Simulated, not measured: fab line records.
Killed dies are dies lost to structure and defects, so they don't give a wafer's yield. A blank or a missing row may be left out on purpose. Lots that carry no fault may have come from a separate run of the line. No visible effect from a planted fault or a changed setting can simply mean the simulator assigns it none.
Check for tools in common + flow ritCmos + 45 wafers sampled across 15 lots

== WHY IT WAS OPENED ==
Of 15 lots, 3 have the reading PSD_RS flagged at RIT_SDANNEAL_RS_MEAS_04. Wafers without a fault read 115.89 ohm/sq, standard deviation 0.28.
Rule: flag the lot when none of its wafers has a number, or when each of its wafers that has one lies beyond 4 standard deviations from that mean. As for the other lots, they are considered sound.

| lot  | measured    | on           | PSD_RS (ohm/sq), wafer by wafer | flag    |
|------|-------------|--------------|---------------------------------|---------|
| L809 | day 3 06:23 | filmMetro-01 | 116.07 116.00 115.48            |         |
| L810 | day 3 13:52 | filmMetro-01 | 115.70 116.38 115.78            |         |
| L811 | day 3 18:35 | filmMetro-01 | 116.20 115.93 115.63            |         |
| L813 | day 4 09:29 | filmMetro-01 | 115.54 115.46 115.47            |         |
| L814 | day 4 15:17 | filmMetro-02 | 115.99 116.24 115.64            |         |
| L815 | day 4 15:25 | filmMetro-01 | 116.11 115.99 116.16            |         |
| L816 | day 4 18:42 | filmMetro-03 | 115.83 115.92 115.62            |         |
| L817 | day 5 04:40 | filmMetro-02 | 115.82 116.02 115.99            |         |
| L819 | day 5 10:53 | filmMetro-01 | 130.17 130.45 130.31            | FLAGGED |
| L818 | day 5 13:22 | filmMetro-03 | 116.02 116.00 115.83            |         |
| L820 | day 5 15:11 | filmMetro-03 | 130.13 129.87 130.08            | FLAGGED |
| L822 | day 6 00:31 | filmMetro-03 | 129.97 130.17 130.30            | FLAGGED |
| L829 | day 7 13:19 | filmMetro-03 | 115.97 116.11 116.07            |         |
| L831 | day 8 02:42 | filmMetro-02 | 115.77 115.54 115.61            |         |
| L832 | day 8 06:16 | filmMetro-03 | 115.60 115.43 115.71            |         |
The mean of the flagged lots' numbers is 130.16 ohm/sq, +14.27 ohm/sq from the usual (+51 standard deviations).

== LOT BY LOT: THE TOOL USED ==
2 process steps preceding the reading are held in the record, out of 202 steps in the route. Every cell lists first the tool, next ch and the chambers used by the sampled wafers, and last the start.
| lot  | flag    | RIT_GATE_STRIP_20                  | RIT_SDANNEAL_RTA_03            |
|------|---------|------------------------------------|--------------------------------|
| L809 |         | plasmaAsher-01 ch 0,1, day 2 16:47 | rtpAnneal-02 ch 0, day 3 06:19 |
| L810 |         | plasmaAsher-01 ch 1, day 3 01:00   | rtpAnneal-01 ch 0, day 3 13:48 |
| L811 |         | plasmaAsher-03 ch 0,1, day 3 04:12 | rtpAnneal-02 ch 0, day 3 18:31 |
| L813 |         | plasmaAsher-02 ch 0,1, day 3 15:32 | rtpAnneal-02 ch 0, day 4 09:26 |
| L814 |         | plasmaAsher-03 ch 0,1, day 3 21:57 | rtpAnneal-01 ch 0, day 4 15:13 |
| L815 |         | plasmaAsher-03 ch 0, day 4 02:25   | rtpAnneal-02 ch 0, day 4 15:20 |
| L816 |         | plasmaAsher-03 ch 0,1, day 4 05:53 | rtpAnneal-01 ch 0, day 4 18:38 |
| L817 |         | plasmaAsher-03 ch 0,1, day 4 14:31 | rtpAnneal-02 ch 0, day 5 04:35 |
| L819 | FLAGGED | plasmaAsher-01 ch 0,1, day 4 21:25 | rtpAnneal-01 ch 0, day 5 10:50 |
| L818 |         | plasmaAsher-01 ch 0,1, day 5 00:03 | rtpAnneal-02 ch 0, day 5 13:17 |
| L820 | FLAGGED | plasmaAsher-03 ch 0,1, day 5 02:20 | rtpAnneal-01 ch 0, day 5 15:07 |
| L822 | FLAGGED | plasmaAsher-01 ch 0,1, day 5 12:02 | rtpAnneal-01 ch 0, day 6 00:27 |
| L829 |         | plasmaAsher-03 ch 0,1, day 6 20:42 | rtpAnneal-02 ch 0, day 7 13:16 |
| L831 |         | plasmaAsher-03 ch 0,1, day 7 13:32 | rtpAnneal-02 ch 0, day 8 02:38 |
| L832 |         | plasmaAsher-01 ch 0,1, day 7 16:07 | rtpAnneal-01 ch 0, day 8 06:12 |
What is done by these steps:
- RIT_GATE_STRIP_20: strips in O2, time 180 s.
- RIT_SDANNEAL_RTA_03: time 5 s.
- RIT_SDANNEAL_RS_MEAS_04: measures by four-point-probe.

== FLAGGED AGAINST TOTAL, ONE TOOL AT A TIME (gauges that did the reading follow at the end) ==
| step                    | tool           | lots run | flagged | share of the flagged lots | sound lots run after its first flagged lot |
|-------------------------|----------------|----------|---------|---------------------------|--------------------------------------------|
| RIT_GATE_STRIP_20       | plasmaAsher-01 | 6        | 2       | some                      | 2 (L818,L832)                              |
| RIT_GATE_STRIP_20       | plasmaAsher-02 | 1        | 0       | none                      | -                                          |
| RIT_GATE_STRIP_20       | plasmaAsher-03 | 8        | 1       | some                      | 2 (L829,L831)                              |
| RIT_SDANNEAL_RTA_03     | rtpAnneal-01   | 7        | 3       | all                       | 1 (L832)                                   |
| RIT_SDANNEAL_RTA_03     | rtpAnneal-02   | 8        | 0       | none                      | -                                          |
| RIT_SDANNEAL_RS_MEAS_04 | filmMetro-01   | 6        | 1       | some                      | 0                                          |
| RIT_SDANNEAL_RS_MEAS_04 | filmMetro-02   | 3        | 0       | none                      | -                                          |
| RIT_SDANNEAL_RS_MEAS_04 | filmMetro-03   | 6        | 2       | some                      | 2 (L829,L832)                              |

== WHAT THE TABLE ALLOWS ==
1 row of the table ran every flagged lot: rtpAnneal-01 at RIT_SDANNEAL_RTA_03.
- rtpAnneal-01 at RIT_SDANNEAL_RTA_03: 3 of its 7 lots flagged. After the first flagged lot (L832), sound lots still ran on it; a lasting fault on the whole tool would not permit that. Its own readings lie more than 4 standard deviations out on every wafer of the flagged lots: wafer_temp_C_max.
None of the table's rows ran every flagged lot and, after the first, no sound lot.

== WHAT THE SIMULATOR HAD INSERTED ==
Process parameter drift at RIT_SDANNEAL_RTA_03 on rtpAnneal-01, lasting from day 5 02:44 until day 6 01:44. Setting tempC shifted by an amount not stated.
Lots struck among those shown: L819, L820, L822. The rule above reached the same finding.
